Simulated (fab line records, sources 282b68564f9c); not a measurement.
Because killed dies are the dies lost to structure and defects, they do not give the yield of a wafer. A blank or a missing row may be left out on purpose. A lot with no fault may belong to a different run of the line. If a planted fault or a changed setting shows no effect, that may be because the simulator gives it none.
A struck lot beside a sound one + flow rit cmos + 17 out of 202 route steps
Sound: the wafers L213.4, L213.5, L213.6. The struck wafers were L210.3, L210.5, L210.6. The cause is named last.
Each step with rows lists, per side, the tool, then ch with its chambers, then its first start. Under that, the readings that differ: sound wafers + struck wafers + difference of the means + sigmas: that difference in standard deviations of wafers without a fault.
alike: same words and numbers on both sides, and readings whose means sit less than 2 such deviations apart. not compared: any withheld reading, any reading some wafer has no value for, any bound like >300 that may hide the same value, and any number with overlapping values for which the record gives no deviation.
The two part at a step that has a row with sigmas, a row that says differs or no value, or rows on one side only. Numbers that don't overlap but have no deviation are shown without sigmas and don't part them. A reading missing from all wafers of one side parts the sides only when that side holds two or more wafers.

first, 4 steps without rows for these wafers: RIT_NLDD_SOFTBAKE_02 (time 60 s); RIT_NLDD_EXPOSE_03 (exposes mask M7, target cd 40700 nm); RIT_NLDD_PEB_04; RIT_NLDD_DEVELOP_05 (develop time 50 s).
RIT_NLDD_OVL_MEAS_06:
  sound on overlay-02 at day 5 13:37; struck on overlay-02 at day 4 23:39
  alike: NLDD_OVL
then, 2 steps without rows for these wafers: RIT_NLDD_HARDBAKE_07 (time 60 s); RIT_NLDD_IMPLANT_08.
RIT_NLDD_STRIP_09: strips in O2, time 180 s.
  sound on plasma asher-02 ch 0,1, day 5 13:59; struck on plasma asher-04 ch 0,1, day 5 00:02
  alike: drypump motor current A, o2 flow sccm
  not compared: rf hours counter h
RIT_NLDD_TW_MEAS_10:
  sound on film metro-03 at day 5 14:08; struck on film metro-01 at day 5 00:10
| reading | sound          | struck         | difference | sigmas |
|---------|----------------|----------------|------------|--------|
| NLDD_TW | 2528 2537 2547 | 2465 2467 2459 | -74        | -3     |
then, 3 steps without rows for these wafers: RIT_PLDD_HMDS_00 (prime time 60 s); RIT_PLDD_COAT_01 (resist thk 1000 nm); RIT_PLDD_SOFTBAKE_02 (time 60 s).
RIT_PLDD_EXPOSE_03: exposes mask M8, target cd 40900 nm.
  sound on iline stepper-01 ch 0, day 5 14:40; struck on iline stepper-02 ch 0, day 5 00:49
| reading                      | sound                | struck         | difference | sigmas |
|------------------------------|----------------------|----------------|------------|--------|
| model.PLDD.overlay x nm (nm) | -0.404 -0.404 -0.404 | 6756 6756 6756 | +6756      |        |
  alike: mask, stage vel mm s
then, 2 steps without rows for these wafers: RIT_PLDD_PEB_04; RIT_PLDD_DEVELOP_05 (develop time 50 s).
RIT_PLDD_OVL_MEAS_06:
  sound on overlay-01 at day 5 15:02; struck on overlay-02 at day 5 02:46
| reading       | sound          | struck | difference                    | sigmas |
|---------------|----------------|--------|-------------------------------|--------|
| PLDD_OVL (nm) | -0.2 -0.5 -1.9 | - - -  | no value on the struck wafers |        |
  not compared: hold
RIT_M1_PROBE_99:
  the record has rows for the sound wafers here (prober-01, day 6 05:14) and none for the struck ones

## WHERE THEY PART
Earliest at RIT_NLDD_TW_MEAS_10; latest, in this record, at RIT_M1_PROBE_99.

WHY: whatever the simulator had introduced
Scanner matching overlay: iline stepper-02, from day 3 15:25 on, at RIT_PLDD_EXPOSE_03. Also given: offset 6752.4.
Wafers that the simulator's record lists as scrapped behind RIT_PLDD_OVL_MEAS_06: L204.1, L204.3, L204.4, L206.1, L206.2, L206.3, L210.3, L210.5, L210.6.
